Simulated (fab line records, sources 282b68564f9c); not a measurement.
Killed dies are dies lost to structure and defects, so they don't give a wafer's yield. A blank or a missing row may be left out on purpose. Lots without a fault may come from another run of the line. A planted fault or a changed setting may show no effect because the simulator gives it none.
Which tool did it? | flow rit_cmos | 6 lots, 18 wafers sampled, at 1 step of a route of 202

WHAT THE GAUGES READ, wafer by wafer
RIT_ACTIVE_THK_MEAS_04.
lot  | measured    | on            | ACTIVE_NITRIDE_THK (nm)
L764 | day 1 18:32 | film_metro-04 | 152.0 152.0 151.9
L766 | day 2 05:41 | film_metro-03 | 150.2 150.3 149.4
L768 | day 2 16:07 | film_metro-02 | 152.4 151.5 151.4
L770 | day 3 01:14 | film_metro-04 | 148.5 148.7 148.4
L774 | day 3 21:50 | film_metro-02 | 148.3 150.1 151.5
L776 | day 4 06:32 | film_metro-04 | 146.2 146.9 147.1

WHICH TOOL RAN EACH LOT (tool, then ch and the chambers of the sampled wafers, then the start)
The record holds no process step before these readings.

THE ANSWER, worked out from the rows above alone
Rule: what is usual is taken from the lots themselves. Put in order of their means at a reading, lots are off if they are a third of the lots or fewer, leave a main group of 4 or more, and stand apart from it by a gap of 3 or more times the standard deviation of the main group's means; of several such gaps the widest counts. A main group whose means are all the same, to the digits that the tables above print for the reading, isn't used. A lot without any number at a reading at which 4 lots or more have one is off too. The other lots that the step has rows for count as sound.
No lot is off at any reading shown: from this, nothing can be told.

WHAT THE SIMULATOR HAD PUT IN
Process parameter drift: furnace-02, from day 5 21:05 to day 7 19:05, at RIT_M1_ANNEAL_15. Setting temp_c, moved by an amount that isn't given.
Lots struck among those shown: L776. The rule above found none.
